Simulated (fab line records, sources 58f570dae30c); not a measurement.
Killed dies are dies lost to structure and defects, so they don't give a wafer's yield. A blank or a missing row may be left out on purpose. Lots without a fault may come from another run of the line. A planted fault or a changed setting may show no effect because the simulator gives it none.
A struck lot beside a sound one | flow berkeley_cmos170 | 18 steps out of a route of 331
Sound: wafers L767.1, L767.3, L767.4. Struck: wafers L788.3, L788.4, L788.5. The cause comes at the end.
At each step with rows: each side's tool, then ch and its chambers, then its first start. Under that, the readings that differ: sound wafers | struck wafers | difference of the means | sigmas: that difference in standard deviations of wafers without a fault.
alike: readings whose means differ by less than 2 such deviations, and words and numbers that are the same on both sides. not compared: withheld readings, readings that some wafer has no value for, bounds like >300 that may hide the same value, and numbers for which the record gives no deviation and whose values overlap.
The two part at a step that has a row with sigmas, a row that says differs or no value, or rows on one side only. Numbers that don't overlap but have no deviation are shown without sigmas and don't part them. A reading that every wafer of one side lacks parts them only if that side has two wafers or more.

first, 5 steps without rows for these wafers: UCB170_NLDD_COAT_01 (resist thk 900 nm); UCB170_NLDD_SOFTBAKE_02 (time 60 s); UCB170_NLDD_EXPOSE_03 (exposes mask NSELECT, target cd 1200 nm); UCB170_NLDD_PEB_04; UCB170_NLDD_DEVELOP_05 (develop time 45 s).
UCB170_NLDD_CD_MEAS_06: target cd 1200 nm.
  sound on cd_sem-02, day 7 07:02; struck on cd_sem-01, day 12 05:53
  alike: cd_nm
UCB170_NLDD_OVL_MEAS_07:
  sound on overlay-01, day 7 07:09; struck on overlay-01, day 12 05:59
  alike: NLDD_OVL
then, 2 steps without rows for these wafers: UCB170_NLDD_IMPLANT_08; UCB170_NLDD_IMPLANT_09.
UCB170_NLDD_STRIP_10: strips in O2.
  sound on plasma_asher-02 ch 0,1, day 7 07:29; struck on plasma_asher-02 ch 0,1, day 12 06:20
  alike: drypump_motor_current_A, oes_product_au, strip_time_to_endpoint_s
  not compared: rf_hours_counter_h
UCB170_NLDD_TW_MEAS_11:
  sound on film_metro-01, day 7 07:35; struck on film_metro-01, day 12 06:26
  alike: NLDD_TW
then, 1 step without rows for these wafers: UCB170_NLDD_CLEAN_12 (cleans in SPM, time 600 s).
UCB170_SPACER_CVD_00: deposits SiO2 from TEOS/O2, target thk 376 nm, time 47 s.
  sound on pecvd-04 ch 0,1,2, day 7 07:49; struck on pecvd-02 ch 0,1, day 12 06:38
  reading                                 | sound             | struck            | difference | sigmas
  run_length_s (s)                        | 75.8 75.1 74.6    | 79.0 77.8 78.1    | +3.1       | +5
  model.SiO2_of_SPACER_CVD_00.thk_nm (nm) | 375.1 371.4 380.8 | 394.8 403.5 399.9 | +23.6      |
  alike: heater_power_w
UCB170_SPACER_THK_MEAS_01:
  sound on film_metro-04, day 7 07:52; struck on film_metro-04, day 12 06:42
  reading              | sound       | struck      | difference | sigmas
  SPACER_TEOS_THK (nm) | 375 372 381 | 395 404 400 | +24        | +6
then, 1 step without rows for these wafers: UCB170_SPACER_ANNEAL_02 (time 1800 s).
UCB170_SPACER_ETCHBACK_03: etches SiO2 in CHF3/CF4/Ar, stops on Si, target depth 376 nm, time 100 s.
  sound on rie_diel-02 ch 0,1,2, day 7 18:28; struck on rie_diel-03 ch 1,2, day 12 13:32
  reading                  | sound             | struck            | difference | sigmas
  oes_product_au (a.u.)    | 0.899 0.901 0.912 | 0.936 0.948 0.942 | +0.038     | +3
  model.etch.depth_nm (nm) | 375.1 371.4 380.8 | 394.8 403.5 399.9 | +23.6      |
  alike: drypump_motor_current_A, mfc_ar_sccm, throttle_valve_pct
  not compared: rf_hours_counter_h
then, 1 step without rows for these wafers: UCB170_PSD_HMDS_00 (prime time 60 s).
UCB170_M3_PROBE_99:
  sound on prober-01, day 8 20:20; struck on prober-02, day 13 23:01
  reading                           | sound          | struck         | difference | sigmas
  model.etest.nmos_0p35.r_on_ohm_um | 1432 1450 1478 | 1485 1506 1480 | +37        |
  not compared: model.etest.pplus_sal.width_nm, model.etest.nplus_sal.width_nm, model.etest.field_p_metal.vt_v, model.etest.field_n_metal.vt_v, model.etest.pplus_sal.line_ohm_um, model.etest.nplus_sal.line_ohm_um

WHERE THEY PART
First at UCB170_SPACER_CVD_00; last, within this record, at UCB170_SPACER_ETCHBACK_03.

WHY: what the simulator had put in
Process parameter drift: pecvd-02, from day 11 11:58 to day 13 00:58, at UCB170_SPACER_CVD_00. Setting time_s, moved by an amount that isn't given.
